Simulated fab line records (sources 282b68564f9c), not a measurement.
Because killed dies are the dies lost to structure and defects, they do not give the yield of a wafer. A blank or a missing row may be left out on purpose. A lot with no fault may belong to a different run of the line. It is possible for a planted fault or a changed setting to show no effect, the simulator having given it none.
Split-lot experiment :: flow rit cmos :: 23 wafers read across 5 lots, on a route 202 steps long

ABOUT THE SPLIT
At RIT_NSD_IMPLANT_08, the setting energy kev was moved away from the recipe's 25 on 5 of the 23 wafers read, by -3.0% to +2.8%. This setting was run at the recipe's value on the other wafers.

The split's own step is where the reading is taken.

THE READING
implant.drp nm (the simulator's own value, which no gauge read), in nm, at RIT_NSD_IMPLANT_08. The file does not state a usual value for it.

wafer: L075.1
tool, chamber at the split: implanter-04, 0
energy kev as run: 25
against the recipe: recipe
implant.drp nm, nm: 14.84
against lot-mates on the recipe: -

wafer: L075.2
tool, chamber at the split: implanter-04, 0
energy kev as run: 25
against the recipe: recipe
implant.drp nm, nm: 14.84
against lot-mates on the recipe: -

wafer: L075.3
tool, chamber at the split: implanter-04, 0
energy kev as run: 25
against the recipe: recipe
implant.drp nm, nm: 14.84
against lot-mates on the recipe: -

wafer: L075.5
tool, chamber at the split: implanter-04, 0
energy kev as run: 25
against the recipe: recipe
implant.drp nm, nm: 14.84
against lot-mates on the recipe: -

wafer: L075.6
tool, chamber at the split: implanter-04, 0
energy kev as run: 25
against the recipe: recipe
implant.drp nm, nm: 14.84
against lot-mates on the recipe: -

wafer: L077.1
tool, chamber at the split: implanter-03, 0
energy kev as run: 25
against the recipe: recipe
implant.drp nm, nm: 14.84
against lot-mates on the recipe: -

wafer: L077.3
tool, chamber at the split: implanter-03, 0
energy kev as run: 25
against the recipe: recipe
implant.drp nm, nm: 14.84
against lot-mates on the recipe: -

wafer: L077.4
tool, chamber at the split: implanter-03, 0
energy kev as run: 25
against the recipe: recipe
implant.drp nm, nm: 14.84
against lot-mates on the recipe: -

wafer: L077.2
tool, chamber at the split: implanter-03, 0
energy kev as run: 24.25
against the recipe: -3.0%
implant.drp nm, nm: 14.57
against lot-mates on the recipe: -0.27

wafer: L077.6
tool, chamber at the split: implanter-03, 0
energy kev as run: 24.25
against the recipe: -3.0%
implant.drp nm, nm: 14.57
against lot-mates on the recipe: -0.27

wafer: L079.1
tool, chamber at the split: implanter-04, 0
energy kev as run: 25
against the recipe: recipe
implant.drp nm, nm: 14.84
against lot-mates on the recipe: -

wafer: L079.3
tool, chamber at the split: implanter-04, 0
energy kev as run: 25
against the recipe: recipe
implant.drp nm, nm: 14.84
against lot-mates on the recipe: -

wafer: L079.4
tool, chamber at the split: implanter-04, 0
energy kev as run: 25
against the recipe: recipe
implant.drp nm, nm: 14.84
against lot-mates on the recipe: -

wafer: L079.5
tool, chamber at the split: implanter-04, 0
energy kev as run: 25
against the recipe: recipe
implant.drp nm, nm: 14.84
against lot-mates on the recipe: -

wafer: L079.6
tool, chamber at the split: implanter-04, 0
energy kev as run: 25
against the recipe: recipe
implant.drp nm, nm: 14.84
against lot-mates on the recipe: -

wafer: L082.1
tool, chamber at the split: implanter-02, 0
energy kev as run: 25
against the recipe: recipe
implant.drp nm, nm: 14.84
against lot-mates on the recipe: -

wafer: L082.5
tool, chamber at the split: implanter-02, 0
energy kev as run: 25
against the recipe: recipe
implant.drp nm, nm: 14.84
against lot-mates on the recipe: -

wafer: L082.2
tool, chamber at the split: implanter-02, 0
energy kev as run: 25.69
against the recipe: +2.8%
implant.drp nm, nm: 15.08
against lot-mates on the recipe: +0.24

wafer: L082.3
tool, chamber at the split: implanter-02, 0
energy kev as run: 25.69
against the recipe: +2.8%
implant.drp nm, nm: 15.08
against lot-mates on the recipe: +0.24

wafer: L082.6
tool, chamber at the split: implanter-02, 0
energy kev as run: 25.69
against the recipe: +2.8%
implant.drp nm, nm: 15.08
against lot-mates on the recipe: +0.24

wafer: L083.3
tool, chamber at the split: implanter-03, 0
energy kev as run: 25
against the recipe: recipe
implant.drp nm, nm: 14.84
against lot-mates on the recipe: -

wafer: L083.5
tool, chamber at the split: implanter-03, 0
energy kev as run: 25
against the recipe: recipe
implant.drp nm, nm: 14.84
against lot-mates on the recipe: -

wafer: L083.6
tool, chamber at the split: implanter-03, 0
energy kev as run: 25
against the recipe: recipe
implant.drp nm, nm: 14.84
against lot-mates on the recipe: -

THE FIT
A straight line over all 23 wafers: implant.drp nm changes by +0.0883 nm for each +1% of energy kev; r = +1.00; the points scatter about the line by 0.0019 nm.
The same after taking each lot's own level away (the mean of its wafers on the recipe; 23 wafers): +0.0883 nm for each +1%; r = +1.00; scatter 0.0019 nm.
According to that fit, moving energy kev by its largest amount changes the reading by 0.27 nm.
The lots' own levels span 14.840 to 14.840 nm.
The two slopes are in agreement: the lot-to-lot level therefore moves the slope only a little.
Check: -0.264 nm against its lot-mates is what the line predicts for one of the wafers moved furthest among these (-3.0%) when that wafer is left out of the fit. Against them it came out at -0.27 nm.

FURTHER SPLITS ON THESE WAFERS
Before the reading, these wafers also passed through other splits. Each is held against what the fit with the lots' levels taken away leaves over:
other split on the same wafers: RIT_ACTIVE_OXIDATION_01 temp c
wafers away from the commonest value: 18
r with implant.drp nm (lot level and that fit taken away): +0.30

other split on the same wafers: RIT_ACTIVE_COAT_06 spin rpm
wafers away from the commonest value: 9
r with implant.drp nm (lot level and that fit taken away): -0.02

other split on the same wafers: RIT_FOX1_OXIDATION_00 ox time s
wafers away from the commonest value: 15
r with implant.drp nm (lot level and that fit taken away): +0.29

other split on the same wafers: RIT_NWELL_COAT_01 spin rpm
wafers away from the commonest value: 5
r with implant.drp nm (lot level and that fit taken away): +0.34

other split on the same wafers: RIT_NWELL_IMPLANT_08 energy kev
wafers away from the commonest value: 9
r with implant.drp nm (lot level and that fit taken away): +0.07

other split on the same wafers: RIT_PWELL_IMPLANT_08 energy kev
wafers away from the commonest value: 4
r with implant.drp nm (lot level and that fit taken away): +0.06

other split on the same wafers: RIT_NRETRO_IMPLANT_08 dose cm2
wafers away from the commonest value: 7
r with implant.drp nm (lot level and that fit taken away): +0.14

other split on the same wafers: RIT_PRETRO_IMPLANT_08 energy kev
wafers away from the commonest value: 5
r with implant.drp nm (lot level and that fit taken away): -0.33

other split on the same wafers: RIT_GATE_DEVELOP_15 develop time s
wafers away from the commonest value: 6
r with implant.drp nm (lot level and that fit taken away): -0.52

THE FILE'S OWN FIT
implant.drp nm changes by +0.0896 nm for each +1% of energy kev, r = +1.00.
